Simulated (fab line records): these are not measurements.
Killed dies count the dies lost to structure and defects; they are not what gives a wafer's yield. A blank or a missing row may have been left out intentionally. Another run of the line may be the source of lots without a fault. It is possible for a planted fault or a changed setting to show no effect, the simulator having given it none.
fab line records | flow berkeley-cmos170
record: lots: 5 wafers: 15 last-day: 11
route steps=331 shown M2@285 V2@292 M3@309
lots untouched by any fault: they come from a run of this same line in which no faults occurred
start-h: the number of hours between the record's first day and the start of the first shown wafer of the lot | wait-h: how many hours have passed since the lot's step before this one | " the same as in the row above | L1.1+2: a row that stands for several wafers | - either no value or no given start | * or withheld: withheld | < > ~ a bound
route shown NAME@n: names a module that has steps shown in the file, with the first one's number in the route | usual: mean and standard deviation over wafers with no fault | same: alike in all rows | chamber/n: place in a boat | sites: each site's reading | _std_site: standard deviation across them | _edge_site: the outer-site mean with the inner-site mean subtracted | radius-mm: how far each site lies from the wafer's centre | mask NAME#n: copy n | behind: the most recent tool/chamber to have shaped the wafer | hold: what put the lot on hold/how long, in hours/how the hold closed | device: the transistor (n, p or np) that didn't switch | end of line: tests run on the same wafers once the route is complete | where a step has no rows: the recipe by itself | killed: dies that structure and defects cost at the first sort, which is not the same as the wafer's yield | map: the dies of a wafer, with x for killed, . for not killed, _ for no die there
set.NAME: the setting that was run; set.NAME@STEP: the one run at that earlier step | model.NAME: the simulator's own value behind a step, which no gauge read
lots seen at some steps along the route; tables by step, rows by wafer
services: when a tool's chamber went out of use (start-h, in hours from the record's first day, below 0 if earlier), for how many hours, and the reason
== steps ==
step: UCB170_M2_DEVELOP_14
recipe: developer: TMAH develop-time-s: 45 resist: KrF dev-temp-c: 21
columns lot.wafer tool chamber start-h wait-h
L076.1+2+3 litho-track-02 0 - -
L078.1+2+4 litho-track-03 0 - -
L081.1+2+3 litho-track-02 0 - -
L088.1+2+3 litho-track-04 0 - -
L094.2+3+4 litho-track-03 0 - -
step: UCB170_M2_CD_MEAS_15
recipe: target-cd-nm: 700
usual: cd-nm: 699.7/1.3
columns lot.wafer tool chamber start-h wait-h cd-nm
L076.1 cd-sem-01 - 193.22 - 698.4
L076.2 " - " " 698.7
L076.3 " - " " 698.9
L078.1 cd-sem-02 - 197.21 - 700.9
L078.2 " - " " 701.0
L078.4 " - " " 701.2
L081.1 cd-sem-01 - 210.81 - 699.5
L081.2 " - " " 699.5
L081.3 " - " " 699.4
L088.1 cd-sem-02 - 251.56 - 698.2
L088.2 " - " " 699.3
L088.3 " - " " 699.8
L094.2 cd-sem-01 - 266.49 - 699.9
L094.3 " - " " 700.2
L094.4 " - " " 700.1
step: UCB170_M2_OVL_MEAS_16
usual: M2_OVL: 1/5.7
columns lot.wafer tool chamber start-h wait-h M2_OVL[nm]
L076.1 overlay-01 - 193.34 0.1 -4
L076.2 " - " " 2
L076.3 " - " " -7
L078.1 overlay-01 - 197.33 0.1 12
L078.2 " - " " 14
L078.4 " - " " 11
L081.1 overlay-01 - 210.93 0.1 -7
L081.2 " - " " -6
L081.3 " - " " -11
L088.1 overlay-02 - 251.68 0.1 0
L088.2 " - " " 7
L088.3 " - " " -2
L094.2 overlay-01 - 266.60 0.1 -4
L094.3 " - " " -8
L094.4 " - " " 4
step: UCB170_M2_ETCH_17
recipe: chemistry: N2/H2 target-depth-a: withheld overetch-a: withheld target: BARC time-s: withheld source-w: 500 bias-w: 100 pressure-mtorr: 30 n2-flow-sccm: 100 h2-flow-sccm: 200
usual: drypump-motor-current-A: 5.8/0.32 oes-product-au: 1.005/0.015 throttle-valve-pct: 13.31/0.23
columns lot.wafer tool chamber start-h wait-h drypump-motor-current-A oes-product-au throttle-valve-pct
L076.1 rie-diel-04 0 193.37 0.0 5.8 1.009 13.37
L076.2 " 1 " " 5.4 0.977 13.20
L076.3 " 3 " " 5.8 0.986 13.02
L078.1 rie-diel-02 3 197.37 0.0 5.6 1.018 13.29
L078.2 " 0 " " 5.5 1.015 12.92
L078.4 " 0 " " 5.6 1.019 12.94
L081.1 rie-diel-02 0 210.97 0.0 5.5 1.010 12.94
L081.2 " 1 " " 5.7 0.985 13.76
L081.3 " 3 " " 5.6 1.034 13.30
L088.1 rie-diel-02 1 251.71 0.0 5.7 0.982 13.77
L088.2 " 3 " " 5.6 1.032 13.29
L088.3 " 2 " " 5.6 0.982 13.34
L094.2 rie-diel-03 3 266.63 0.0 6.3 1.017 13.35
L094.3 " 0 " " 6.5 0.999 13.34
L094.4 " 1 " " 5.6 1.009 13.39
step: UCB170_M2_METAL_ETCH_18
recipe: chemistry: Cl2/BCl3 target: Al stop-on: SiO2 pressure-mtorr: 12 target-depth-a: 11700 over-etch-frac: 0.3 time-s: 195 icp-w: 600 bias-w: 120 Cl2_flow_sccm: 90 bcl3-flow-sccm: 45
usual: drypump-motor-current-A: 5.4/0.65 oes-product-au: 0.858/0.011 throttle-valve-pct: 24.38/0.21
columns lot.wafer tool chamber start-h wait-h drypump-motor-current-A oes-product-au rf-hours-counter-h throttle-valve-pct
L076.1 rie-metal-04 1 193.41 - 5.5 0.855 5 24.49
L076.2 " 0 " " 4.8 0.863 1 24.04
L076.3 " 0 " " 4.8 0.866 - 24.04
L078.1 rie-metal-04 1 197.41 - 5.5 0.848 5 24.48
L078.2 " 0 " " 4.8 0.870 2 24.04
L078.4 " 1 " " 5.5 0.849 - 24.46
L081.1 rie-metal-02 0 211.01 - 6.4 0.860 7 24.53
L081.2 " 1 " " 5.7 0.864 0 24.47
L081.3 " 0 " " 6.4 0.865 - 24.54
L088.1 rie-metal-02 0 251.76 - 6.4 0.877 8 24.53
L088.2 " 1 " " 5.7 0.859 2 24.48
L088.3 " 0 " " 6.4 0.865 - 24.53
L094.2 rie-metal-04 0 266.67 - 4.8 0.864 4 24.05
L094.3 " 1 " " 5.5 0.858 - 24.46
L094.4 " 0 " " 4.8 0.879 - 24.05
step: UCB170_M2_STRIP_19
recipe: chemistry: O2 power-w: 400 pressure-mtorr: 3500 platen-temp-c: withheld o2-flow-sccm: 400 overash-fraction: 0.5
usual: drypump-motor-current-A: 5.6/0.45 oes-product-au: 0.546/0.012
columns lot.wafer tool chamber start-h wait-h drypump-motor-current-A oes-product-au rf-hours-counter-h
L076.1 plasma-asher-01 0 193.60 0.1 5.5 0.548 46
L076.2 " 1 " " 5.4 0.537 46
L076.3 " 0 " " 5.5 0.539 -
L078.1 plasma-asher-01 0 197.60 0.1 5.5 0.551 46
L078.2 " 1 " " 5.4 0.527 46
L078.4 " 0 " " 5.5 0.557 -
L081.1 plasma-asher-02 1 211.20 0.1 6.4 0.536 49
L081.2 " 0 " " 5.2 0.538 49
L081.3 " 0 " " 5.2 0.540 -
L088.1 plasma-asher-02 1 251.94 0.1 6.4 0.540 54
L088.2 " 0 " " 5.1 0.527 54
L088.3 " 1 " " 6.4 0.540 -
L094.2 plasma-asher-03 1 266.86 0.1 5.8 0.529 17
L094.3 " 0 " " 5.2 0.565 -
L094.4 " 1 " " 5.7 0.539 -
step: UCB170_M2_CD_MEAS_90
recipe: target-cd-nm: 700
usual: cd-nm: 698.8/2.7
columns lot.wafer tool chamber start-h wait-h cd-nm
L076.1 cd-sem-01 - 193.70 0.1 698.9
L076.2 " - " " 700.7
L076.3 " - " " 703.3
L078.1 cd-sem-02 - 197.70 0.1 700.4
L078.2 " - " " 701.4
L078.4 " - " " 701.5
L081.1 cd-sem-01 - 211.30 0.1 700.1
L081.2 " - " " 701.7
L081.3 " - " " 697.1
L088.1 cd-sem-02 - 252.04 0.1 696.9
L088.2 " - " " 698.8
L088.3 " - " " 695.5
L094.2 cd-sem-02 - 266.98 0.1 702.2
L094.3 " - " " 702.1
L094.4 " - " " 701.7
step: UCB170_V2_CVD_00
recipe: material: SiO2 target-thk-nm: 2000 temp-c: 390 precursor: TEOS/O2 time-s: 250 rf-w: 550 pressure-mtorr: 9000
usual: heater-power-w: 264/59
columns lot.wafer tool chamber start-h wait-h heater-power-w
L076.1 pecvd-03 2 193.82 0.1 237
L076.2 " 1 " " 318
L076.3 " 0 " " 239
L078.1 pecvd-03 0 197.82 0.1 244
L078.2 " 1 " " 320
L078.4 " 2 " " 229
L081.1 pecvd-01 1 211.42 0.1 334
L081.2 " 0 " " 235
L081.3 " 0 " " 312
L088.1 pecvd-01 2 252.16 0.1 258
L088.2 " 1 " " 350
L088.3 " 0 " " 315
L094.2 pecvd-03 2 267.08 0.1 289
L094.3 " 1 " " 281
L094.4 " 0 " " 165
step: UCB170_V2_THK_MEAS_01
recipe: reads: SiO2_of_V2_CVD_00
usual: V2_TEOS_THK: 2005/27
columns lot.wafer tool chamber start-h wait-h V2_TEOS_THK[nm]
L076.1 film-metro-03 - 193.98 0.1 1948
L076.2 " - " " 1972
L076.3 " - " " 1968
L078.1 film-metro-04 - 197.97 0.1 1986
L078.2 " - " " 2005
L078.4 " - " " 2016
L081.1 film-metro-04 - 211.65 0.2 1999
L081.2 " - " " 1961
L081.3 " - " " 1997
L088.1 film-metro-01 - 252.32 0.1 1992
L088.2 " - " " 1989
L088.3 " - " " 1967
L094.2 film-metro-04 - 267.24 0.1 1963
L094.3 " - " " 1967
L094.4 " - " " 1987
step: UCB170_V2_CMP_02
recipe: material: SiO2 down-force-psi: 6 platen-rpm: 60 pad-velocity-m-s: 0.75398
usual: motor-current-A: 16.8/1.2 slurry-filter-dp-kPa: 13.51/0.16
columns lot.wafer tool chamber start-h wait-h motor-current-A slurry-filter-dp-kPa
L076.2 cmp-02 1 194.04 0.0 18.1 13.47
L076.3 " 2 " " 15.5 13.44
L076.1 " 0 " " 15.4 13.60
L078.1 cmp-02 1 198.15 0.2 17.2 13.66
L078.4 " 2 " " 15.8 13.77
L078.2 " 3 " " 18.8 13.80
L081.1 cmp-02 1 211.71 0.1 17.5 13.49
L081.3 " 2 " " 15.7 13.24
L081.2 " 0 " " 15.7 13.58
L088.1 cmp-02 1 252.38 0.1 17.2 13.35
L088.2 " 2 " " 15.8 13.63
L088.3 " 3 " " 18.2 13.56
L094.2 cmp-01 1 267.34 0.1 16.0 13.48
L094.4 " 2 " " 18.5 13.71
L094.3 " 3 " " 16.7 13.67
step: UCB170_V2_BOW_MEAS_03
recipe: mode: bow
usual: V2_BOW: 35/7.6
columns lot.wafer tool chamber start-h wait-h V2_BOW[um]
L076.1 film-metro-04 - 194.34 0.1 52
L076.2 " - " " 44
L076.3 " - " " 44
L078.1 film-metro-03 - 198.45 0.2 32
L078.2 " - " " 27
L078.4 " - " " 29
L081.1 film-metro-03 - 212.01 0.2 31
L081.2 " - " " 38
L081.3 " - " " 39
L088.1 film-metro-03 - 252.68 0.2 33
L088.2 " - " " 31
L088.3 " - " " 40
L094.2 film-metro-01 - 267.61 0.2 30
L094.3 " - " " 16
L094.4 " - " " 45
step: UCB170_V2_THK_MEAS_04
recipe: reads: SiO2_of_V2_CVD_00
usual: V2_POLISHED_THK: 1000.5/0.95
columns lot.wafer tool chamber start-h wait-h V2_POLISHED_THK[nm]
L076.1 film-metro-04 - 194.46 0.1 999.7
L076.2 " - " " 1000.6
L076.3 " - " " 1000.9
L078.1 film-metro-03 - 198.57 0.1 1001.5
L078.2 " - " " 1001.4
L078.4 " - " " 999.3
L081.1 film-metro-03 - 212.13 0.1 1000.2
L081.2 " - " " 999.6
L081.3 " - " " 1000.3
L088.1 film-metro-03 - 252.80 0.1 1001.2
L088.2 " - " " 1001.0
L088.3 " - " " 999.5
L094.2 film-metro-01 - 267.72 0.1 1000.4
L094.3 " - " " 1001.6
L094.4 " - " " 1000.9
step: UCB170_V2_CLEAN_05
recipe: chemistry: DIW
columns lot.wafer tool chamber start-h wait-h
L076.1+2+3 wet-bench-02 1 194.52 0.1
L078.1+2+4 wet-bench-02 3 198.63 0.1
L081.1+2+3 wet-bench-02 0 212.20 0.1
L088.1+2+3 wet-bench-02 2 252.88 0.1
L094.2+3+4 wet-bench-04 2 267.77 0.0
step: UCB170_V2_HMDS_06
recipe: prime-time-s: 60 prime-temp-c: 100
usual: prime-temp-c: 99.98/0.11
columns lot.wafer tool chamber start-h wait-h prime-temp-c
L076.1 litho-track-03 0 194.69 0.0 99.94
L076.2 " 0 " " 99.88
L076.3 " 0 " " 100.00
L078.1 litho-track-01 0 198.95 0.1 100.08
L078.2 " 0 " " 100.05
L078.4 " 0 " " 100.17
L081.1 litho-track-01 0 212.39 0.0 100.07
L081.2 " 0 " " 100.00
L081.3 " 0 " " 100.04
L088.1 litho-track-01 0 253.61 0.5 100.08
L088.2 " 0 " " 100.07
L088.3 " 0 " " 99.91
L094.2 litho-track-01 0 268.01 0.0 99.83
L094.3 " 0 " " 99.82
L094.4 " 0 " " 99.92
step: UCB170_V2_COAT_07
recipe: resist: KrF spin-rpm: 1500 resist-thk-nm: 900
usual: dispense-pressure-kPa: 51/3.3
columns lot.wafer tool chamber start-h wait-h dispense-pressure-kPa
L076.1 litho-track-03 0 194.84 0.1 47
L076.2 " 0 " " 47
L076.3 " 0 " " 47
L078.1 litho-track-01 0 199.10 0.1 51
L078.2 " 0 " " 51
L078.4 " 0 " " 51
L081.1 litho-track-01 0 212.54 0.1 51
L081.2 " 0 " " 51
L081.3 " 0 " " 51
L088.1 litho-track-01 0 253.76 0.1 51
L088.2 " 0 " " 51
L088.3 " 0 " " 51
L094.2 litho-track-01 0 268.16 0.1 51
L094.3 " 0 " " 51
L094.4 " 0 " " 51
step: UCB170_V2_SOFTBAKE_08
recipe: resist: KrF temp-c: 130 time-s: 60
columns lot.wafer tool chamber start-h wait-h
L076.1+2+3 litho-track-03 0 194.99 0.1
L078.1+2+4 litho-track-01 0 199.25 0.1
L081.1+2+3 litho-track-01 0 212.69 0.1
L088.1+2+3 litho-track-01 0 253.91 0.1
L094.2+3+4 litho-track-01 0 268.31 0.1
step: UCB170_V2_EXPOSE_09
recipe: mask-id: VIA2 target-cd-nm: 700 na: 0.5 sigma-outer: 0.6 source-shape: conventional dose-mj: 37
columns lot.wafer tool chamber start-h wait-h mask
L076.1+2+3 krf-scanner-02 0 195.27 0.2 VIA2#0
L078.1+2+4 krf-scanner-02 0 199.53 0.2 VIA2#0
L081.1+2+3 krf-scanner-02 0 212.84 0.1 VIA2#0
L088.1+2+3 krf-scanner-02 0 254.29 0.4 VIA2#0
L094.2+3+4 krf-scanner-01 0 268.45 0.1 VIA2#0
step: UCB170_V2_PEB_10
recipe: peb-temp-c: 130 peb-time-s: withheld resist: KrF
columns lot.wafer tool chamber start-h wait-h
L076.1+2+3 litho-track-01 0 195.38 0.1
L078.1+2+4 litho-track-01 0 199.85 0.3
L081.1+2+3 litho-track-03 0 212.96 0.1
L088.1+2+3 litho-track-01 0 254.78 0.5
L094.2+3+4 litho-track-03 0 268.63 0.2
step: UCB170_V2_DEVELOP_11
recipe: developer: TMAH develop-time-s: 45 resist: KrF dev-temp-c: 21
columns lot.wafer tool chamber start-h wait-h
L076.1+2+3 litho-track-01 0 - -
L078.1+2+4 litho-track-01 0 - -
L081.1+2+3 litho-track-03 0 - -
L088.1+2+3 litho-track-01 0 - -
L094.2+3+4 litho-track-03 0 - -
step: UCB170_V2_CD_MEAS_12
recipe: target-cd-nm: 700
usual: cd-nm: 700.2/1.3
columns lot.wafer tool chamber start-h wait-h cd-nm
L076.1 cd-sem-01 - 195.66 - 697.4
L076.2 " - " " 700.0
L076.3 " - " " 699.2
L078.1 cd-sem-02 - 200.13 - 699.2
L078.2 " - " " 700.0
L078.4 " - " " 700.0
L081.1 cd-sem-01 - 213.23 - 698.3
L081.2 " - " " 697.9
L081.3 " - " " 700.1
L088.1 cd-sem-02 - 255.06 - 702.5
L088.2 " - " " 702.4
L088.3 " - " " 700.4
L094.2 cd-sem-01 - 268.90 - 698.3
L094.3 " - " " 699.9
L094.4 " - " " 700.0
step: UCB170_V2_OVL_MEAS_13
usual: V2_OVL: -1/6
columns lot.wafer tool chamber start-h wait-h V2_OVL[nm]
L076.1 overlay-01 - 195.78 0.1 -4
L076.2 " - " " 0
L076.3 " - " " 6
L078.1 overlay-01 - 200.25 0.1 -3
L078.2 " - " " -3
L078.4 " - " " -8
L081.1 overlay-01 - 213.35 0.1 7
L081.2 " - " " -3
L081.3 " - " " 1
L088.1 overlay-01 - 255.18 0.1 2
L088.2 " - " " -1
L088.3 " - " " 3
L094.2 overlay-01 - 269.01 0.1 -6
L094.3 " - " " -13
L094.4 " - " " -1
step: UCB170_V2_ETCH_14
recipe: chemistry: CHF3/CF4/Ar target: SiO2 stop-on: Al CHF3_flow_sccm: 45 cf4-flow-sccm: 15 Ar_flow_sccm: 150 pressure-mtorr: 200 rf-w: 700 target-depth-a: 12500 over-etch-frac: 0.25 time-s: 291
usual: drypump-motor-current-A: 5.8/0.41 oes-product-au: 0.876/0.014 throttle-valve-pct: 6.99/0.099
columns lot.wafer tool chamber start-h wait-h drypump-motor-current-A oes-product-au rf-hours-counter-h throttle-valve-pct
L076.1 rie-diel-01 2 195.82 0.0 6.3 0.880 89 6.97
L076.2 " 3 " " 5.5 0.875 136 7.04
L076.3 " 0 " " 5.1 0.857 147 7.01
L078.1 rie-diel-01 3 200.28 0.0 5.5 0.877 137 7.05
L078.2 " 0 " " 5.1 0.856 147 7.00
L078.4 " 2 " " 6.3 0.875 89 6.96
L081.1 rie-diel-03 2 213.39 0.0 5.7 0.870 145 7.07
L081.2 " 0 " " 6.5 0.878 4 6.92
L081.3 " 1 " " 5.6 0.892 45 7.03
L088.1 rie-diel-03 2 255.21 0.0 5.7 0.853 2 7.07
L088.2 " 1 " " 5.6 0.886 49 7.02
L088.3 " 0 " " 6.5 0.878 6 6.92
L094.2 rie-diel-03 0 269.04 0.0 6.5 0.876 7 6.93
L094.3 " 3 " " 6.3 0.882 98 7.00
L094.4 " 1 " " 5.6 0.890 50 7.01
step: UCB170_V2_STRIP_15
recipe: chemistry: O2 power-w: 400 pressure-mtorr: 3500 platen-temp-c: withheld o2-flow-sccm: 400 overash-fraction: 0.5
usual: drypump-motor-current-A: 5.7/0.51 oes-product-au: 0.721/0.0044 strip-time-to-endpoint-s: 15.34/0.11
columns lot.wafer tool chamber start-h wait-h drypump-motor-current-A oes-product-au rf-hours-counter-h strip-time-to-endpoint-s
L076.1 plasma-asher-04 1 195.99 0.1 6.2 0.713 47 15.44
L076.2 " 0 " " 5.3 0.726 47 15.53
L076.3 " 0 " " 5.3 0.714 - 15.37
L078.1 plasma-asher-02 0 200.46 0.1 5.2 0.715 47 15.45
L078.2 " 1 " " 6.4 0.720 47 15.39
L078.4 " 1 " " 6.4 0.719 - 15.36
L081.1 plasma-asher-04 1 213.57 0.1 6.2 0.717 49 15.29
L081.2 " 0 " " 5.3 0.729 49 15.35
L081.3 " 1 " " 6.2 0.728 - 15.28
L088.1 plasma-asher-02 1 255.39 0.1 6.4 0.723 54 15.38
L088.2 " 0 " " 5.2 0.713 54 15.42
L088.3 " 0 " " 5.2 0.716 - 15.55
L094.2 plasma-asher-02 0 269.22 0.1 5.2 0.720 56 15.38
L094.3 " 1 " " 6.4 0.723 - 15.19
L094.4 " 0 " " 5.2 0.720 - 15.28
step: UCB170_V2_CD_MEAS_90
recipe: target-cd-nm: 700
usual: cd-nm: 700.2/1.5
columns lot.wafer tool chamber start-h wait-h cd-nm
L076.1 cd-sem-02 - 196.09 0.1 697.8
L076.2 " - " " 699.2
L076.3 " - " " 698.6
L078.1 cd-sem-02 - 200.56 0.1 698.8
L078.2 " - " " 700.0
L078.4 " - " " 699.9
L081.1 cd-sem-02 - 213.67 0.1 698.5
L081.2 " - " " 697.6
L081.3 " - " " 699.9
L088.1 cd-sem-02 - 255.49 0.1 702.0
L088.2 " - " " 701.6
L088.3 " - " " 700.4
L094.2 cd-sem-02 - 269.34 0.1 697.8
L094.3 " - " " 700.4
L094.4 " - " " 699.3
step: UCB170_M3_PRE_CLEAN_00
recipe: gas: Ar preclean-etch-time-s: 60
columns lot.wafer tool chamber start-h wait-h
L076.1+2+3 pvd-sputter-01 - 196.21 0.1
L078.1+2+4 pvd-sputter-03 - 200.68 0.1
L081.1+2+3 pvd-sputter-03 - 213.79 0.1
L088.1+2+3 pvd-sputter-01 - 255.61 0.1
L094.2+3+4 pvd-sputter-03 - 269.44 0.1
step: UCB170_M3_SPUTTER_01
recipe: material: Al target-thk-nm: 900 time-s: 120 power-w: 6000 chamber-pressure-pa: 0.5
usual: throttle-valve-pct: 30.0/1.3
columns lot.wafer tool chamber start-h wait-h throttle-valve-pct
L076.1 pvd-sputter-01 - 196.28 0.0 30.9
L076.2 " - " " 32.7
L076.3 " - " " 28.8
L078.1 pvd-sputter-03 - 200.75 0.0 29.3
L078.2 " - " " 30.7
L078.4 " - " " 30.2
L081.1 pvd-sputter-03 - 213.86 0.0 30.4
L081.2 " - " " 29.1
L081.3 " - " " 29.3
L088.1 pvd-sputter-01 - 255.68 0.0 30.6
L088.2 " - " " 29.8
L088.3 " - " " 32.1
L094.2 pvd-sputter-03 - 269.50 0.0 28.8
L094.3 " - " " 29.1
L094.4 " - " " 30.3
step: UCB170_M3_RS_MEAS_02
recipe: thk-meas-gauge: four-point-probe reads: Al_of_M3_SPUTTER_01
usual: M3_AL_RS: 0.0321/0.00035
columns lot.wafer tool chamber start-h wait-h M3_AL_RS[ohm/sq]
L076.1 film-metro-04 - 196.36 0.0 0.0324
L076.2 " - " " 0.0327
L076.3 " - " " 0.0327
L078.1 film-metro-02 - 200.83 0.0 0.0315
L078.2 " - " " 0.0317
L078.4 " - " " 0.0319
L081.1 film-metro-01 - 213.94 0.0 0.0323
L081.2 " - " " 0.0323
L081.3 " - " " 0.0320
L088.1 film-metro-04 - 255.76 0.0 0.0322
L088.2 " - " " 0.0324
L088.3 " - " " 0.0326
L094.2 film-metro-02 - 269.61 0.1 0.0317
L094.3 " - " " 0.0317
L094.4 " - " " 0.0319
step: UCB170_M3_THK_MEAS_03
recipe: thk-meas-gauge: xrf reads: Al_of_M3_SPUTTER_01
usual: M3_AL_THK: 877/9
columns lot.wafer tool chamber start-h wait-h M3_AL_THK[nm]
L076.1 film-metro-04 - 196.48 0.1 869
L076.2 " - " " 870
L076.3 " - " " 864
L078.1 film-metro-02 - 200.95 0.1 891
L078.2 " - " " 887
L078.4 " - " " 882
L081.1 film-metro-01 - 214.06 0.1 876
L081.2 " - " " 871
L081.3 " - " " 887
L088.1 film-metro-04 - 255.88 0.1 880
L088.2 " - " " 872
L088.3 " - " " 864
L094.2 film-metro-02 - 269.72 0.1 887
L094.3 " - " " 884
L094.4 " - " " 889
step: UCB170_M3_HMDS_04
recipe: prime-time-s: 60 prime-temp-c: 100
usual: prime-temp-c: 100.00/0.14
columns lot.wafer tool chamber start-h wait-h prime-temp-c
L076.1 litho-track-04 0 196.69 0.2 99.95
L076.2 " 0 " " 99.88
L076.3 " 0 " " 100.04
L078.1 litho-track-01 0 201.14 0.2 99.89
L078.2 " 0 " " 99.95
L078.4 " 0 " " 100.14
L081.1 litho-track-02 0 214.21 0.1 99.97
L081.2 " 0 " " 100.00
L081.3 " 0 " " 99.94
L088.1 litho-track-04 0 257.39 1.5 99.98
L088.2 " 0 " " 99.89
L088.3 " 0 " " 99.72
L094.2 litho-track-01 0 269.79 0.1 100.09
L094.3 " 0 " " 100.25
L094.4 " 0 " " 100.02
step: UCB170_M3_COAT_05
recipe: resist: KrF spin-rpm: 1500 resist-thk-nm: 900
usual: dispense-pressure-kPa: 51/4
columns lot.wafer tool chamber start-h wait-h dispense-pressure-kPa
L076.1 litho-track-04 0 196.84 0.1 46
L076.2 " 0 " " 46
L076.3 " 0 " " 46
L078.1 litho-track-01 0 201.29 0.1 51
L078.2 " 0 " " 51
L078.4 " 0 " " 51
L081.1 litho-track-02 0 214.36 0.1 56
L081.2 " 0 " " 56
L081.3 " 0 " " 56
L088.1 litho-track-04 0 257.54 0.1 46
L088.2 " 0 " " 46
L088.3 " 0 " " 46
L094.2 litho-track-01 0 269.94 0.1 51
L094.3 " 0 " " 51
L094.4 " 0 " " 51
step: UCB170_M3_SOFTBAKE_06
recipe: resist: KrF temp-c: 130 time-s: 60
columns lot.wafer tool chamber start-h wait-h
L076.1+2+3 litho-track-04 0 196.99 0.1
L078.1+2+4 litho-track-01 0 201.44 0.1
L081.1+2+3 litho-track-02 0 214.51 0.1
L088.1+2+3 litho-track-04 0 257.69 0.1
L094.2+3+4 litho-track-01 0 270.09 0.1
step: UCB170_M3_STRIP_07
recipe: chemistry: O2 power-w: 400 pressure-mtorr: 3500 platen-temp-c: withheld o2-flow-sccm: 400 overash-fraction: 0.5
usual: drypump-motor-current-A: 5.6/0.41 oes-product-au: 0.735/0.0042 strip-time-to-endpoint-s: 21.98/0.052
columns lot.wafer tool chamber start-h wait-h drypump-motor-current-A oes-product-au rf-hours-counter-h strip-time-to-endpoint-s
L076.1 plasma-asher-02 0 197.14 0.1 5.2 0.736 47 21.94
L076.2 " 1 " " 6.4 0.736 47 21.99
L076.3 " 1 " " 6.4 0.739 - 21.95
L078.1 plasma-asher-02 1 201.59 0.1 6.4 0.739 48 22.06
L078.2 " 0 " " 5.1 0.731 48 22.04
L078.4 " 1 " " 6.4 0.738 - 21.99
L081.1 plasma-asher-01 1 214.66 0.1 5.4 0.730 48 21.96
L081.2 " 0 " " 5.5 0.735 48 21.91
L081.3 " 0 " " 5.5 0.736 - 21.92
L088.1 plasma-asher-01 1 257.84 0.1 5.4 0.728 53 22.08
L088.2 " 0 " " 5.5 0.736 53 21.99
L088.3 " 0 " " 5.5 0.731 - 21.94
L094.2 plasma-asher-04 1 270.22 0.1 6.2 0.729 55 22.04
L094.3 " 1 " " 6.2 0.737 - 22.13
L094.4 " 0 " " 5.3 0.736 - 22.06
step: UCB170_M3_STRIP_08
recipe: chemistry: DMSO temp-c: 80 time-s: 600 material: KrF
columns lot.wafer tool chamber start-h wait-h
L076.1+2+3 wet-bench-04 0 197.30 0.1
L078.1+2+4 wet-bench-03 2 201.69 0.1
L081.1+2+3 wet-bench-02 3 214.76 0.1
L088.1+2+3 wet-bench-02 3 258.00 0.1
L094.2+3+4 wet-bench-02 3 270.32 0.1
== services ==
columns tool chamber start-h hours kind
rie-diel-04 1 170.55 3.2 repair
krf-scanner-01 - 170.76 1.0 pm
cmp-01 - 171.22 5.0 pm
cmp-01 - 178.18 2.5 repair
wet-bench-02 - 179.47 7.3 repair
krf-scanner-02 - 180.18 4.4 pm
pvd-sputter-01 - 196.51 5.1 repair
krf-scanner-01 - 200.02 0.7 repair
pecvd-01 2 210.41 6.4 repair
plasma-asher-03 - 220.29 0.3 repair
rie-diel-01 - 223.76 14.6 pm
rie-diel-03 0 224.10 11.4 repair
cmp-02 - 232.00 4.0 pm
cmp-02 - 236.00 3.1 pm
rie-diel-01 - 238.51 13.1 repair
rie-diel-02 0 240.58 19.1 repair
rie-diel-01 3 242.60 17.1 repair
krf-scanner-01 - 244.11 0.8 pm
plasma-asher-04 - 247.78 1.3 repair
rie-diel-04 1 253.29 6.0 repair
krf-scanner-02 - 260.72 1.0 pm
krf-scanner-02 - 266.56 0.8 pm
krf-scanner-02 - 269.99 1.3 pm
pecvd-01 2 270.05 4.2 repair
== key ==
fault none
